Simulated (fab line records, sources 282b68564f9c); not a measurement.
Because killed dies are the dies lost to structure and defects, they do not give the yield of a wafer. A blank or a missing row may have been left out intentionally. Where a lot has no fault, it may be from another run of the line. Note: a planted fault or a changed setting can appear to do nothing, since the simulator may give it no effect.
Problem report, 8D (eight disciplines) form, completed by code || flow rit cmos || the parts of the form that need people (team, actions taken, sign-off) are left out

1. WHAT IS WRONG
GATE_OXIDE_THK at RIT_GATE_THK_MEAS_07 reads a mean of 2.49 nm on 6 wafers of 2 lots; wafers without a fault read 3.03 nm with a standard deviation of 0.059. Measured from the usual mean, that is -9.2 standard deviations.
Seen first at day 5 17:16 on film metro-02, wafer L552.2. The record has a number at this step for 42 wafers belonging to 14 lots. The rule behind "out" and "out of limits": a value lying over 4 standard deviations away from the usual mean. The other wafers with a number count as sound.

2. WHAT IT IS, AND WHAT IT ISN'T
{"question": "which readings at this step", "is": "GATE_OXIDE_THK", "is not": "-"}
{"question": "which lots", "is": "L552, L553", "is not": "L537, L539, L541, L543, L544, L545, L546, L547, L549, L550, L559, L560"}
{"question": "which wafers of those lots", "is": "all that have a number", "is not": "-"}
{"question": "read on which gauges", "is": "film metro-01, film metro-02", "is not": "film metro-04"}
{"question": "when", "is": "from day 5 17:16", "is not": "up to then (30 sound wafers); but 6 sound wafers of L559, L560 came after"}

3. WHAT RULES OUT EACH SUSPECT
Counting: a tool stays on the suspect list if, at a process step up to the reading, it processed all lots that are out and no sound lot following the first of them.
- ruled out: the gauge at RIT_GATE_THK_MEAS_07. The wafers that are out were read on 2 gauges (film metro-01, film metro-02).
- furnace-01 at RIT_GATE_OXIDATION_05 (target thk 3 nm, ox time 270 s): kept. All lots that are out passed through it, beginning with L552 at day 5 15:56, and no sound lot followed; its final sound lot before that point was L550 at day 5 04:05. Its own spike tc centre C, spike tc load C, spike tc source C, tube center temp C, tube_center_temp_C_max readings are out on those wafers.
Remaining after the count: furnace-01 at RIT_GATE_OXIDATION_05.

4. THE CAUSE (what the simulator had put in)
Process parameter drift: furnace-01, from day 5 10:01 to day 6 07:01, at RIT_GATE_OXIDATION_05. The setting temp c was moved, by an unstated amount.
After counting, this tool was the only one left.

5. THE EFFECT CHAIN, in route order
One row per reading whose mean, taken over the struck wafers that have a number, lies over 3 standard deviations from the usual. Readings are gone through only where the record gives a usual standard deviation; hours: the median, over the lots, of the time from a lot's start at the first step in this table giving one to that lot's start at this step; sigmas: the change measured in usual standard deviations.
{"hours": 0, "step": "RIT_GATE_OXIDATION_05", "reading": "spike tc centre C", "usual": "901.9 C", "on struck wafers": 884.7, "change": -17.2, "sigmas": -10}
{"hours": 0, "step": "RIT_GATE_OXIDATION_05", "reading": "spike tc load C", "usual": "926.6 C", "on struck wafers": 912.2, "change": -14.4, "sigmas": -8.5}
{"hours": 0, "step": "RIT_GATE_OXIDATION_05", "reading": "spike tc source C", "usual": "923.3 C", "on struck wafers": 906.9, "change": -16.4, "sigmas": -14}
{"hours": 0, "step": "RIT_GATE_OXIDATION_05", "reading": "tube center temp C", "usual": "900 C", "on struck wafers": 884, "change": -16, "sigmas": "-99 or more"}
{"hours": 0, "step": "RIT_GATE_OXIDATION_05", "reading": "tube_center_temp_C_max", "usual": 902.3, "on struck wafers": 886.2, "change": -16.1, "sigmas": -45}
{"hours": 1, "step": "RIT_GATE_THK_MEAS_07", "reading": "GATE_OXIDE_THK", "usual": "3.03 nm", "on struck wafers": 2.49, "change": -0.54, "sigmas": -9.2}
Its process steps:
- RIT_GATE_OXIDATION_05: target thk 3 nm, ox time 270 s.
At these later measuring or inspecting steps, every struck wafer for which the step has a row has a number for every such reading, and none has moved that far: RIT_PSD_TW_MEAS_10, RIT_CONTACT_CD_MEAS_90.

6. HOW IT WOULD HAVE BEEN CAUGHT EARLIER
7 hours passed between the start of the fault at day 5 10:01 and the first reading out of limits at a measuring or inspecting step in this record, taken at day 5 17:16.
The tool's own readings at RIT_GATE_OXIDATION_05 were out on every struck wafer that the step has a row for (spike tc centre C, spike tc load C, spike tc source C, tube center temp C, tube_center_temp_C_max): an alarm limit on them would have fired on the first of those.
L553, from the lots that are out (2), started RIT_GATE_OXIDATION_05 on furnace-01 later than day 5 17:16. It would have been spared by a hold on the tool at that moment.
